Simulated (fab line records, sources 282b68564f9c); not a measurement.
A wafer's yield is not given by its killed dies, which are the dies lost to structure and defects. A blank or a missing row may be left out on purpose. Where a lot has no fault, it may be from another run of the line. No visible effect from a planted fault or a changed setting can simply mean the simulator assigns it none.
fab line records + flow rit_cmos
record
- lots=6
- wafers=18
- last_day=7
route steps=202 shown PLDD@120 SPACER@125 NSD@131 M1@202
lots untouched by any fault: they come from a run of this same line in which no faults occurred
start_h: hours from the record's opening day to when the first of the lot's shown wafers began + wait_h: how many hours have passed since the lot's step before this one + " unchanged from the row above + L1.1+2: one row covering several wafers at once + - value missing, or start not given + * or withheld: withheld + < > ~ a bound
route shown NAME@n: NAME is a module with steps in the file, n the number in the route of the first one + usual: average and standard deviation across the fault-free wafers + same: alike in all rows + chamber/n: place in a boat + sites: the reading at each site + _std_site: how widely they spread, as a standard deviation + _edge_site: outer sites' mean less inner sites' + radius_mm: how far each site lies from the wafer's centre + mask NAME#n: copy n + behind: the last tool/chamber to shape the wafer + hold: the reason the lot was held/the length of the hold in hours/how it ended + device: names the non-switching transistor (n, p or np) + end of line: the same wafers' tests at the end of the route + step lacking rows: just its recipe + killed: the dies lost at the first sort to structure and to defects; this is not the yield of the wafer + map: per-die view of a wafer (x killed, . not killed, _ where there is no die)
set.NAME: the setting that was run; set.NAME@STEP: the one run at that earlier step + model.NAME: the simulator's own value behind a step, which no gauge read
a table for each step, a row for each wafer; lots at some steps of the route
services: a tool's chamber out of use, with start hour (start_h, from the record's first day; less than 0 if before it), hours out, and reason
## steps
# step RIT_PLDD_OVL_MEAS_06
# usual
- PLDD_OVL=0.0/1.1
| lot.wafer | tool       | chamber | start_h | wait_h | PLDD_OVL[nm] |
|-----------|------------|---------|---------|--------|--------------|
| L106.2    | overlay-02 | -       | 48.62   | -      | -0.6         |
| L106.4    | "          | -       | "       | "      | 0.8          |
| L106.5    | "          | -       | "       | "      | 0.6          |
| L110.1    | overlay-01 | -       | 67.45   | -      | -1.1         |
| L110.5    | "          | -       | "       | "      | -1.2         |
| L110.6    | "          | -       | "       | "      | -0.1         |
| L113.4    | overlay-01 | -       | 83.58   | -      | -1.1         |
| L113.5    | "          | -       | "       | "      | -0.2         |
| L113.6    | "          | -       | "       | "      | -1.1         |
| L118.1    | overlay-01 | -       | 107.59  | -      | -2.9         |
| L118.2    | "          | -       | "       | "      | -1.5         |
| L118.3    | "          | -       | "       | "      | -2.1         |
| L123.1    | overlay-02 | -       | 133.32  | -      | 0.2          |
| L123.2    | "          | -       | "       | "      | -0.7         |
| L123.4    | "          | -       | "       | "      | -0.2         |
| L126.2    | overlay-01 | -       | 148.17  | -      | 0.0          |
| L126.4    | "          | -       | "       | "      | -0.1         |
| L126.5    | "          | -       | "       | "      | 0.9          |
# step RIT_PLDD_HARDBAKE_07
# recipe
- resist=NOVOLAK
- temp_c=140
- time_s=60
# step RIT_PLDD_IMPLANT_08
# recipe
- species=BF2
- energy_kev=20
- dose_cm2=9e+14
- tilt_deg=7
# step RIT_PLDD_STRIP_09
# recipe
- chemistry=O2
- time_s=180
- resist=NOVOLAK
- platen_temp_c=withheld
- power_w=500
- pressure_mtorr=4000
- o2_flow_sccm=4000
# usual
- drypump_motor_current_A=5.6/0.36
| lot.wafer | tool            | chamber | start_h | wait_h | drypump_motor_current_A | rf_hours_counter_h |
|-----------|-----------------|---------|---------|--------|-------------------------|--------------------|
| L106.2    | plasma_asher-04 | 0       | 48.95   | 0.1    | 5.9                     | 42                 |
| L106.4    | "               | 1       | "       | "      | 5.7                     | -                  |
| L106.5    | "               | 1       | "       | "      | 5.7                     | -                  |
| L110.1    | plasma_asher-02 | 0       | 67.78   | 0.1    | 6.1                     | 46                 |
| L110.5    | "               | 0       | "       | "      | 6.2                     | -                  |
| L110.6    | "               | 1       | "       | "      | 5.1                     | -                  |
| L113.4    | plasma_asher-04 | 0       | 83.96   | 0.1    | 5.8                     | -                  |
| L113.5    | "               | 1       | "       | "      | 5.7                     | -                  |
| L113.6    | "               | 0       | "       | "      | 5.9                     | -                  |
| L118.1    | plasma_asher-01 | 0       | 107.93  | 0.1    | 5.2                     | 23                 |
| L118.2    | "               | 1       | "       | "      | 5.1                     | 23                 |
| L118.3    | "               | 1       | "       | "      | 5.2                     | -                  |
| L123.1    | plasma_asher-04 | 0       | 133.66  | 0.1    | 5.8                     | 2                  |
| L123.2    | "               | 1       | "       | "      | 5.7                     | 2                  |
| L123.4    | "               | 1       | "       | "      | 5.7                     | -                  |
| L126.2    | plasma_asher-01 | 1       | 148.50  | 0.1    | 5.2                     | 28                 |
| L126.4    | "               | 1       | "       | "      | 5.2                     | -                  |
| L126.5    | "               | 0       | "       | "      | 5.2                     | -                  |
# step RIT_PLDD_TW_MEAS_10
# usual
- PLDD_TW=2345/23
| lot.wafer | tool          | chamber | start_h | wait_h | PLDD_TW |
|-----------|---------------|---------|---------|--------|---------|
| L106.2    | film_metro-03 | -       | 49.14   | 0.1    | 2358    |
| L106.4    | "             | -       | "       | "      | 2358    |
| L106.5    | "             | -       | "       | "      | 2363    |
| L110.1    | film_metro-01 | -       | 67.96   | 0.1    | 2355    |
| L110.5    | "             | -       | "       | "      | 2338    |
| L110.6    | "             | -       | "       | "      | 2350    |
| L113.4    | film_metro-01 | -       | 84.11   | 0.1    | 2357    |
| L113.5    | "             | -       | "       | "      | 2357    |
| L113.6    | "             | -       | "       | "      | 2360    |
| L118.1    | film_metro-04 | -       | 108.10  | 0.1    | 2323    |
| L118.2    | "             | -       | "       | "      | 2310    |
| L118.3    | "             | -       | "       | "      | 2311    |
| L123.1    | film_metro-04 | -       | 133.84  | 0.1    | 2311    |
| L123.2    | "             | -       | "       | "      | 2327    |
| L123.4    | "             | -       | "       | "      | 2330    |
| L126.2    | film_metro-03 | -       | 148.68  | 0.1    | 2347    |
| L126.4    | "             | -       | "       | "      | 2359    |
| L126.5    | "             | -       | "       | "      | 2374    |
# step RIT_SPACER_CLEAN_00
# recipe
- chemistry=SC1
- mix=3:3:50
- time_s=600
- temp_c=75
# step RIT_SPACER_CLEAN_01
# recipe
- chemistry=dHF
- dilution=50:1
- time_s=30
# step RIT_SPACER_CLEAN_02
# recipe
- chemistry=SC2
- mix=3:3:50
- time_s=600
- temp_c=75
- dry=n2_spin
# step RIT_SPACER_CVD_03
# recipe
- material=Si3N4
- target_thk_nm=250
- temp_c=810
- precursor=SiH2Cl2/NH3
- time_s=3300
- pressure_mtorr=300
- sih2cl2_flow_sccm=60
- nh3_flow_sccm=150
# step RIT_SPACER_THK_MEAS_04
# recipe
- reads=Si3N4_of_SPACER_CVD_03
# usual
- SPACER_NITRIDE_THK=251.3/2.3
| lot.wafer | tool          | chamber | start_h | wait_h | SPACER_NITRIDE_THK[nm] |
|-----------|---------------|---------|---------|--------|------------------------|
| L106.2    | film_metro-04 | -       | 51.48   | 0.0    | 249.2                  |
| L106.4    | "             | -       | "       | "      | 246.5                  |
| L106.5    | "             | -       | "       | "      | 249.7                  |
| L110.1    | film_metro-04 | -       | 70.30   | 0.0    | 252.9                  |
| L110.5    | "             | -       | "       | "      | 255.4                  |
| L110.6    | "             | -       | "       | "      | 251.8                  |
| L113.4    | film_metro-02 | -       | 86.47   | 0.0    | 251.3                  |
| L113.5    | "             | -       | "       | "      | 251.0                  |
| L113.6    | "             | -       | "       | "      | 249.2                  |
| L118.1    | film_metro-02 | -       | 110.46  | 0.0    | 253.9                  |
| L118.2    | "             | -       | "       | "      | 250.5                  |
| L118.3    | "             | -       | "       | "      | 251.2                  |
| L123.1    | film_metro-01 | -       | 136.18  | 0.0    | 251.4                  |
| L123.2    | "             | -       | "       | "      | 250.2                  |
| L123.4    | "             | -       | "       | "      | 250.4                  |
| L126.2    | film_metro-04 | -       | 151.06  | 0.0    | 253.3                  |
| L126.4    | "             | -       | "       | "      | 254.4                  |
| L126.5    | "             | -       | "       | "      | 253.9                  |
# step RIT_SPACER_ETCHBACK_05
# recipe
- target_depth_a=2500
- SF6_flow_sccm=30
- CHF3_flow_sccm=30
- target=Si3N4
- chemistry=SF6/CHF3
- pressure_mtorr=40
- rf_w=250
- time_s=240
- stop_on=SiO2
# usual
- drypump_motor_current_A=5.7/0.46
- oes_product_au=0.843/0.012
- throttle_valve_pct=10.24/0.15
| lot.wafer | tool        | chamber | start_h | wait_h | drypump_motor_current_A | oes_product_au | rf_hours_counter_h | throttle_valve_pct |
|-----------|-------------|---------|---------|--------|-------------------------|----------------|--------------------|--------------------|
| L106.2    | rie_diel-02 | 3       | 51.53   | 0.0    | 6.0                     | 0.839          | 130                | 9.99               |
| L106.4    | "           | 2       | "       | "      | 5.8                     | 0.835          | 57                 | 10.22              |
| L106.5    | "           | 1       | "       | "      | 5.7                     | 0.856          | -                  | 10.22              |
| L110.1    | rie_diel-02 | 3       | 70.36   | 0.1    | 5.9                     | 0.858          | 131                | 9.98               |
| L110.5    | "           | 1       | "       | "      | 5.8                     | 0.864          | -                  | 10.24              |
| L110.6    | "           | 0       | "       | "      | 5.4                     | 0.836          | -                  | 9.98               |
| L113.4    | rie_diel-04 | 1       | 86.50   | 0.0    | 5.0                     | 0.848          | 64                 | 10.33              |
| L113.5    | "           | 0       | "       | "      | 6.0                     | 0.846          | -                  | 10.36              |
| L113.6    | "           | 1       | "       | "      | 4.9                     | 0.837          | -                  | 10.33              |
| L118.1    | rie_diel-04 | 0       | 110.52  | 0.1    | 6.0                     | 0.863          | 66                 | 10.38              |
| L118.2    | "           | 2       | "       | "      | 6.8                     | 0.844          | 12                 | 10.31              |
| L118.3    | "           | 1       | "       | "      | 4.9                     | 0.842          | 65                 | 10.31              |
| L123.1    | rie_diel-02 | 2       | 136.24  | 0.1    | 5.8                     | 0.851          | 59                 | 10.21              |
| L123.2    | "           | 0       | "       | "      | 5.4                     | 0.844          | 94                 | 9.97               |
| L123.4    | "           | 0       | "       | "      | 5.4                     | 0.833          | -                  | 9.98               |
| L126.2    | rie_diel-02 | 2       | 151.11  | 0.0    | 5.8                     | 0.850          | 59                 | 10.23              |
| L126.4    | "           | 0       | "       | "      | 5.4                     | 0.858          | 95                 | 9.98               |
| L126.5    | "           | 0       | "       | "      | 5.4                     | 0.846          | -                  | 9.96               |
# step RIT_NSD_HMDS_00
# recipe
- prime_time_s=60
- prime_temp_c=140
# step RIT_NSD_COAT_01
# recipe
- resist=NOVOLAK
- spin_rpm=3250
- resist_thk_nm=1000
# usual
- dispense_pressure_kPa=48.4/2.8
| lot.wafer | tool           | chamber | start_h | wait_h | dispense_pressure_kPa | model.NOVOLAK_of_NSD_COAT_01.thk_nm |
|-----------|----------------|---------|---------|--------|-----------------------|-------------------------------------|
| L106.2    | litho_track-03 | 0       | 51.85   | 0.1    | 45.7                  | 1001                                |
| L106.4    | "              | 0       | "       | "      | 45.6                  | 1003                                |
| L106.5    | "              | 0       | "       | "      | 45.6                  | 1001                                |
| L110.1    | litho_track-02 | 0       | 70.72   | 0.1    | 51.3                  | 981.4                               |
| L110.5    | "              | 0       | "       | "      | 51.2                  | 983.7                               |
| L110.6    | "              | 0       | "       | "      | 51.3                  | 977.9                               |
| L113.4    | litho_track-02 | 0       | 86.87   | 0.1    | 51.3                  | 980.2                               |
| L113.5    | "              | 0       | "       | "      | 51.2                  | 979.7                               |
| L113.6    | "              | 0       | "       | "      | 51.2                  | 978.6                               |
| L118.1    | litho_track-03 | 0       | 110.82  | 0.1    | 45.7                  | 1001                                |
| L118.2    | "              | 0       | "       | "      | 45.7                  | 999.6                               |
| L118.3    | "              | 0       | "       | "      | 45.6                  | 999.6                               |
| L123.1    | litho_track-03 | 0       | 136.54  | 0.1    | 45.7                  | 1001                                |
| L123.2    | "              | 0       | "       | "      | 45.7                  | 1001                                |
| L123.4    | "              | 0       | "       | "      | 45.6                  | 1006                                |
| L126.2    | litho_track-02 | 0       | 151.43  | 0.1    | 51.2                  | 994.6                               |
| L126.4    | "              | 0       | "       | "      | 51.3                  | 997.4                               |
| L126.5    | "              | 0       | "       | "      | 51.2                  | 991.7                               |
# step RIT_NSD_SOFTBAKE_02
# recipe
- resist=NOVOLAK
- temp_c=90
- time_s=60
# step RIT_NSD_EXPOSE_03
# recipe
- mask_id=M9
- na=0.57
- target_cd_nm=40700
- dose_mj=250
# step RIT_NSD_PEB_04
# recipe
- resist=NOVOLAK
- temp_c=withheld
- time_s=withheld
# step RIT_NSD_DEVELOP_05
# recipe
- resist=NOVOLAK
- develop_time_s=50
- dev_temp_c=23
# step RIT_NSD_OVL_MEAS_06
# usual
- NSD_OVL=0.0/1.4
| lot.wafer | tool       | chamber | start_h | wait_h | NSD_OVL[nm] |
|-----------|------------|---------|---------|--------|-------------|
| L106.2    | overlay-02 | -       | 52.72   | -      | 1.0         |
| L106.4    | "          | -       | "       | "      | -1.2        |
| L106.5    | "          | -       | "       | "      | -1.1        |
| L110.1    | overlay-02 | -       | 71.60   | -      | -0.8        |
| L110.5    | "          | -       | "       | "      | 1.1         |
| L110.6    | "          | -       | "       | "      | -0.8        |
| L113.4    | overlay-02 | -       | 87.51   | -      | -1.8        |
| L113.5    | "          | -       | "       | "      | -0.9        |
| L113.6    | "          | -       | "       | "      | -0.7        |
| L118.1    | overlay-02 | -       | 111.52  | -      | 0.1         |
| L118.2    | "          | -       | "       | "      | -1.8        |
| L118.3    | "          | -       | "       | "      | -1.1        |
| L123.1    | overlay-01 | -       | 137.36  | -      | 1.0         |
| L123.2    | "          | -       | "       | "      | -0.8        |
| L123.4    | "          | -       | "       | "      | -1.5        |
| L126.2    | overlay-02 | -       | 152.24  | -      | -0.6        |
| L126.4    | "          | -       | "       | "      | -0.9        |
| L126.5    | "          | -       | "       | "      | 1.2         |
# step RIT_NSD_HARDBAKE_07
# recipe
- resist=NOVOLAK
- temp_c=140
- time_s=60
| lot.wafer | tool           | chamber | start_h | wait_h | model.NOVOLAK_of_NSD_COAT_01.thk_nm |
|-----------|----------------|---------|---------|--------|-------------------------------------|
| L106.2    | litho_track-03 | 0       | 52.78   | 0.0    | 884.5                               |
| L106.4    | "              | 0       | "       | "      | 886.5                               |
| L106.5    | "              | 0       | "       | "      | 884.8                               |
| L110.1    | litho_track-02 | 0       | 71.64   | 0.0    | 867.5                               |
| L110.5    | "              | 0       | "       | "      | 869.5                               |
| L110.6    | "              | 0       | "       | "      | 864.4                               |
| L113.4    | litho_track-03 | 0       | 87.61   | 0.1    | 866.5                               |
| L113.5    | "              | 0       | "       | "      | 866                                 |
| L113.6    | "              | 0       | "       | "      | 865.1                               |
| L118.1    | litho_track-03 | 0       | 111.56  | 0.0    | 884.3                               |
| L118.2    | "              | 0       | "       | "      | 883.4                               |
| L118.3    | "              | 0       | "       | "      | 883.5                               |
| L123.1+2  | litho_track-04 | 0       | 137.40  | 0.0    | 885                                 |
| L123.4    | "              | 0       | "       | "      | 889                                 |
| L126.2    | litho_track-02 | 0       | 152.29  | 0.0    | 879                                 |
| L126.4    | "              | 0       | "       | "      | 881.4                               |
| L126.5    | "              | 0       | "       | "      | 876.5                               |
# step RIT_NSD_IMPLANT_08
# recipe
- species=P
- energy_kev=25
- dose_cm2=1e+15
- tilt_deg=7
# step RIT_M1_PROBE_99
# usual
- killed_at_front_end=7.5/2.8
- killed_dies=7.6/2.8
- killed_open=3.9/2.1
- killed_short=3.7/1.7
# same
- gross_dies=264
- killed_at_M0_to_M3=0
- killed_at_M4_up=0
- killed_at_back_side=0
- killed_at_contacts=0
- killed_at_other=0
| lot.wafer | tool      | chamber | start_h | wait_h | killed_at_front_end | killed_dies | killed_open | killed_short |
|-----------|-----------|---------|---------|--------|---------------------|-------------|-------------|--------------|
| L110.1    | prober-02 | -       | 81.52   | 0.1    | 9                   | 9           | 6           | 3            |
| L110.5    | prober-02 | -       | 81.72   | 0.2    | 10                  | 10          | 6           | 4            |
| L110.6    | prober-02 | -       | 81.77   | 0.2    | 6                   | 6           | 3           | 3            |
| L123.1    | prober-01 | -       | 148.61  | 0.1    | 6                   | 6           | 2           | 4            |
| L123.2    | prober-01 | -       | 148.66  | 0.1    | 8                   | 8           | 4           | 4            |
| L123.4    | prober-01 | -       | 148.76  | 0.2    | 1                   | 1           | 1           | 0            |
| L126.2    | prober-02 | -       | 162.78  | 0.1    | 9                   | 9           | 3           | 6            |
| L126.4    | prober-02 | -       | 162.88  | 0.2    | 6                   | 6           | 2           | 4            |
| L126.5    | prober-02 | -       | 162.93  | 0.2    | 6                   | 6           | 5           | 1            |
# killed by level:class
L110.1 SILICIDE:geometric_particle:open=3 GATE:geometric_particle:open=2 FOX1:geometric_particle:open=1 GATE:geometric_particle:short=1 REOX:geometric_particle:short=1 SPACER:geometric_particle:short=1
L110.5 GATE:geometric_particle:open=3 SPACER:geometric_particle:short=2 SPACER:geometric_particle:open=2 FOX1:geometric_particle:short=1 GATE:geometric_particle:short=1 REOX:geometric_particle:open=1
L110.6 GATE:geometric_particle:open=2 GATE:geometric_particle:short=1 SPACER:geometric_particle:short=1 SILICIDE:geometric_particle:short=1 SILICIDE:geometric_particle:open=1
L123.1 GATE:geometric_particle:short=3 FOX2:geometric_particle:short=1 GATE:geometric_particle:open=1 SILICIDE:geometric_particle:open=1
L123.2 FOX1:geometric_particle:open=2 FOX1:geometric_particle:short=1 GATE:geometric_particle:open=1 GATE:geometric_particle:short=1 SPACER:geometric_particle:short=1 SILICIDE:geometric_particle:short=1 SILICIDE:geometric_particle:open=1
L123.4 SPACER:geometric_particle:open=1
L126.2 GATE:geometric_particle:short=2 GATE:geometric_particle:open=2 REOX:geometric_particle:short=2 FOX1:geometric_particle:short=1 FOX2:geometric_particle:short=1 REOX:geometric_particle:open=1
L126.4 FOX2:geometric_particle:short=1 FOX2:geometric_particle:open=1 GATE:geometric_particle:short=1 REOX:geometric_particle:short=1 SILICIDE:geometric_particle:open=1 SILICIDE:geometric_particle:short=1
L126.5 GATE:geometric_particle:open=2 FOX2:geometric_particle:open=1 SILICIDE:geometric_particle:open=1 GATE:geometric_particle:short=1 REOX:geometric_particle:open=1
## services
| tool            | chamber | start_h | hours | kind       |
|-----------------|---------|---------|-------|------------|
| rie_diel-02     | 2       | 59.42   | 3.3   | repair     |
| rie_diel-04     | 3       | 91.18   | 26.1  | repair     |
| plasma_asher-04 | -       | 108.75  | 9.0   | pm         |
| plasma_asher-04 | 0       | 108.75  | 9.0   | vent_cycle |
| plasma_asher-04 | 1       | 108.75  | 9.0   | vent_cycle |
| plasma_asher-04 | 0       | 117.75  | -     | clean      |
| plasma_asher-04 | 1       | 117.75  | -     | clean      |
| rie_diel-04     | 3       | 123.26  | 11.2  | repair     |
| rie_diel-02     | 1       | 131.27  | 15.7  | repair     |
| plasma_asher-01 | -       | 137.26  | 4.1   | repair     |
## key
first_sign none at tools or gauges
model_effect
- step=RIT_NSD_COAT_01
- value=NOVOLAK_of_NSD_COAT_01.thk_nm
- without=998.6
- struck=980.3
model_effect
- step=RIT_NSD_HARDBAKE_07
- value=NOVOLAK_of_NSD_COAT_01.thk_nm
- without=882.6
- struck=866.5
met_at RIT_NSD_COAT_01
struck_wafers L110.1,L110.5,L110.6,L113.4,L113.5,L113.6
tester_left_out L110,L113
fault
- kind=process_parameter_drift
- tool=litho_track-02
- chamber=-
- onset_h=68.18
- steps=RIT_NSD_COAT_01
- channel=resist_thk_nm
- offset=-18.384
- shape=step
- end_h=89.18
- acts_in=these_recipes_only
- stated=1000
# tester_left_out: of these lots the tester's yield and bins aren't shown, on N5 and GAA mostly nor the transistor test; their killed dies are dies lost to structure and defects alone, not to doping, threshold or leakage, so they don't give the yield
